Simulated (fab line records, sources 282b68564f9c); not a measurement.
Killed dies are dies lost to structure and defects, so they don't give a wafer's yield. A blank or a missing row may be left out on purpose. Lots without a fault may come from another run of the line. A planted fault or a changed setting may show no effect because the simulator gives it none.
fab line records | flow rit_cmos
record lots=15 wafers=45 last_day=7
route steps=202 shown SPACER@125 M1@202
lots that met no fault: from a run of the same line without faults
start_h: hours from the record's first day to the start of the lot's first wafer shown | wait_h: hours since the lot's step before | " the same as in the row above | L1.1+2: a row that stands for several wafers | - no value, or no start given | * or withheld: withheld | < > ~ a bound
route shown NAME@n: a module of which the file shows steps, and the number in the route of the first | usual: mean/standard deviation of fault-free wafers | same: alike in all rows | chamber/n: place in a boat | sites: the reading at each site | _std_site: their standard deviation | _edge_site: outer sites' mean less inner sites' | radius_mm: how far each site lies from the wafer's centre | mask NAME#n: copy n | behind: the tool/chamber that last shaped the wafer | hold: why the lot was held/for how many hours/how that ended | device: the transistor (n, p or np) that didn't switch | end of line: the same wafers' tests at the end of the route | a step without rows: its recipe alone | killed: dies lost to structure and defects at the first sort, not the wafer's yield | map: a wafer's dies, x killed, . not, _ none there
set.NAME: the setting as run; set.NAME@STEP: as run at that earlier step | model.NAME: the simulator's own value behind a step, which no gauge read
steps of the route over a sample of lots; a table a step, a row a wafer
## steps
# step RIT_SPACER_CLEAN_00
# recipe chemistry=SC1 mix=3:3:50 time_s=600 temp_c=75
# usual bath_guard_temp_C=74.8/0.56 bath_heat_duty_pct=15.4/2.3 time_s=600/0
# columns lot.wafer tool chamber start_h wait_h bath_guard_temp_C bath_heat_duty_pct time_s
L403.3 wet_bench-01 3 43.62 0.0 73.6 14.0 600
L403.4 " 3 " " 73.7 13.8 600
L403.5 " 3 " " 73.5 13.2 600
L404.1 wet_bench-02 1 49.60 0.1 74.8 12.8 600
L404.5 " 1 " " 75.1 13.9 600
L404.6 " 1 " " 75.2 13.5 600
L405.1 wet_bench-01 2 54.94 0.1 74.6 18.3 600
L405.4 " 2 " " 74.7 18.6 600
L405.5 " 2 " " 74.6 17.5 600
L408.1 wet_bench-03 1 68.42 0.1 74.3 14.4 600
L408.2 " 1 " " 74.0 15.6 600
L408.4 " 1 " " 74.5 13.8 600
L410.2 wet_bench-03 1 79.79 0.0 74.7 12.6 600
L410.5 " 1 " " 74.2 14.0 600
L410.6 " 1 " " 74.1 12.6 600
L412.1 wet_bench-03 3 92.60 0.1 74.5 17.2 600
L412.5 " 3 " " 74.7 17.8 600
L412.6 " 3 " " 74.8 17.2 600
L413.1 wet_bench-02 3 93.59 0.1 75.5 14.1 600
L413.2 " 3 " " 75.5 15.1 600
L413.4 " 3 " " 75.5 15.9 600
L414.2 wet_bench-02 0 100.28 0.0 75.5 13.2 600
L414.5 " 0 " " 75.1 13.0 600
L414.6 " 0 " " 75.3 12.5 600
L415.1 wet_bench-01 1 106.96 0.1 75.2 17.8 600
L415.4 " 1 " " 75.0 17.5 600
L415.5 " 1 " " 75.2 17.5 600
L417.4 wet_bench-01 0 115.39 0.0 - - -
L417.5 " 0 " " - - -
L417.6 " 0 " " - - -
L418.1 wet_bench-01 2 119.24 0.1 - - -
L418.4 " 2 " " - - -
L418.6 " 2 " " - - -
L419.1 wet_bench-02 3 124.66 0.1 - - -
L419.3 " 3 " " - - -
L419.4 " 3 " " - - -
L420.2 wet_bench-03 2 128.56 0.0 74.8 15.7 600
L420.3 " 2 " " 74.7 14.0 600
L420.5 " 2 " " 74.7 14.7 600
L425.1 wet_bench-01 3 152.96 0.1 73.6 14.3 600
L425.2 " 3 " " 73.5 13.3 600
L425.6 " 3 " " 73.8 13.7 600
L426.4 wet_bench-02 3 158.90 0.0 75.4 14.7 600
L426.5 " 3 " " 75.3 15.1 600
L426.6 " 3 " " 75.6 14.2 600
# step RIT_M1_PROBE_99
# usual killed_at_M0_to_M3=0.0/0.22 killed_at_contacts=0.0/0.18 killed_at_front_end=7/3.1 killed_dies=7/3.1 killed_open=3.2/2.1 killed_short=3.4/2
# same gross_dies=264 killed_at_M4_up=0 killed_at_back_side=0 killed_at_other=0
# columns lot.wafer tool chamber start_h wait_h killed_at_M0_to_M3 killed_at_contacts killed_at_front_end killed_dies killed_open killed_short
L417.5 prober-01 - 129.55 0.2 0 0 9 9 6 3
L419.1 prober-02 - 138.80 0.1 0 0 6 6 5 1
L419.3 prober-02 - 138.90 0.2 0 0 1 1 0 1
L419.4 prober-02 - 138.95 0.2 0 0 8 8 2 6
# killed by level:class
L417.5 FOX1:geometric_particle:short=2 REOX:geometric_particle:open=2 FOX1:geometric_particle:open=1 GATE:geometric_particle:open=1 SPACER:geometric_particle:open=1 SPACER:geometric_particle:short=1 SILICIDE:geometric_particle:open=1
L419.1 GATE:geometric_particle:open=2 SPACER:geometric_particle:open=2 FOX1:geometric_particle:open=1 GATE:geometric_particle:short=1
L419.3 REOX:geometric_particle:short=1
L419.4 GATE:geometric_particle:short=5 GATE:geometric_particle:open=2 SILICIDE:geometric_particle:short=1
## key
first_sign step=RIT_SPACER_CLEAN_00 reading=tool_record direction=missing
effect none on later readings
met_at RIT_SPACER_CLEAN_00
struck_lots L417,L418,L419
tester_left_out L417,L418,L419
onset_between 106.96 115.39
fault kind=skipped_step_whole tool=wet_bench-01,wet_bench-02 chamber=- onset_h=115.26 steps=RIT_SPACER_CLEAN_00 scope=struck_lots_only
# tester_left_out: of these lots the tester's yield and bins aren't shown, on N5 and GAA mostly nor the transistor test; their killed dies are dies lost to structure and defects alone, not to doping, threshold or leakage, so they don't give the yield
